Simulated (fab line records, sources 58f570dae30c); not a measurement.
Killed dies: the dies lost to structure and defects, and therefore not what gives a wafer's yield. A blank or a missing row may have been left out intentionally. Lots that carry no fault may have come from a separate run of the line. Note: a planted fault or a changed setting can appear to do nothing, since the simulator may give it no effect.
Which of the tools did it? + flow berkeley-cmos170 + 21 wafers from 7 lots sampled at 2 of the route's 331 steps

WHAT THE GAUGES SHOWED, per wafer
UCB170_SDANNEAL_RS_MEAS_02: a four-point-probe measurement.
| lot  | measured     | on            | PSD_RS (ohm/sq)                     |
|------|--------------|---------------|-------------------------------------|
| L241 | day 8 20:02  | film-metro-02 | 75.27 75.52 75.40                   |
| L244 | day 9 20:26  | film-metro-02 | 75.58 75.55 76.04                   |
| L246 | day 9 20:56  | film-metro-03 | 75.48 75.32 75.33                   |
| L248 | day 10 05:04 | film-metro-04 | 75.75 75.91 75.92                   |
| L251 | day 11 03:04 | film-metro-04 | 96.16 96.78 96.62 96.29 96.97 96.66 |
| L256 | day 11 09:39 | film-metro-02 | 96.34 96.54 96.74 96.43 96.47 96.68 |
| L257 | day 12 07:18 | film-metro-03 | 75.25 75.38 75.70                   |

EACH LOT AND THE TOOL THAT RAN IT (in order: tool; ch and the chambers of the sampled wafers; start)
| lot  | UCB170_SDANNEAL_RTA_01           |
|------|----------------------------------|
| L241 | rtp-anneal-02 ch 0, day 8 19:57  |
| L244 | rtp-anneal-01 ch 0, day 9 20:22  |
| L246 | rtp-anneal-01 ch 0, day 9 20:53  |
| L248 | rtp-anneal-02 ch 0, day 10 04:59 |
| L251 | rtp-anneal-02 ch 0, day 11 03:00 |
| L256 | rtp-anneal-02 ch 0, day 11 09:35 |
| L257 | rtp-anneal-01 ch 0, day 12 07:14 |
- UCB170_SDANNEAL_RTA_01: time 5 s.

THE ANSWER, worked out from the rows above alone
Rule: usual is defined by the lots themselves. The widest of any qualifying gaps counts: lots, ordered by their means at a reading, are off when they make up no more than a third of the lots, leave a main group of 4 or more, and stand apart from it by 3 or more times the standard deviation of that group's means. If all means in a main group match to the digits the tables above print for the reading, that group is not used. Also off: a lot with no number at a reading for which 4 or more lots have one. The other lots that the step has rows for count as sound.
Off: L251, L256, at UCB170_SDANNEAL_RS_MEAS_02 (PSD_RS). For the main group the mean is 75.56 ohm/sq and the standard deviation 0.2.
A tool fits if, at a process step before that reading, it ran every lot that is off, and no sound lot after the first of them. Gauges at UCB170_SDANNEAL_RS_MEAS_02: tried the same way as those tools. One fits: rtp-anneal-02 at UCB170_SDANNEAL_RTA_01. A fault onset in the window from L248 (day 10 04:59, its last sound lot) to L251 (day 11 03:00, its first lot off) fits.

WHAT THE SIMULATOR HAD INSERTED
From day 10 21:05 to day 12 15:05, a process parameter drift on rtp-anneal-02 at UCB170_SDANNEAL_RTA_01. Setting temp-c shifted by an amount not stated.
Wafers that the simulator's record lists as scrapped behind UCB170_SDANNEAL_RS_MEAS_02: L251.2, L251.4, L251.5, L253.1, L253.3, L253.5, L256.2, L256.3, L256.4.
Struck lots among those shown: L251, L256. The rule above reached the same finding.
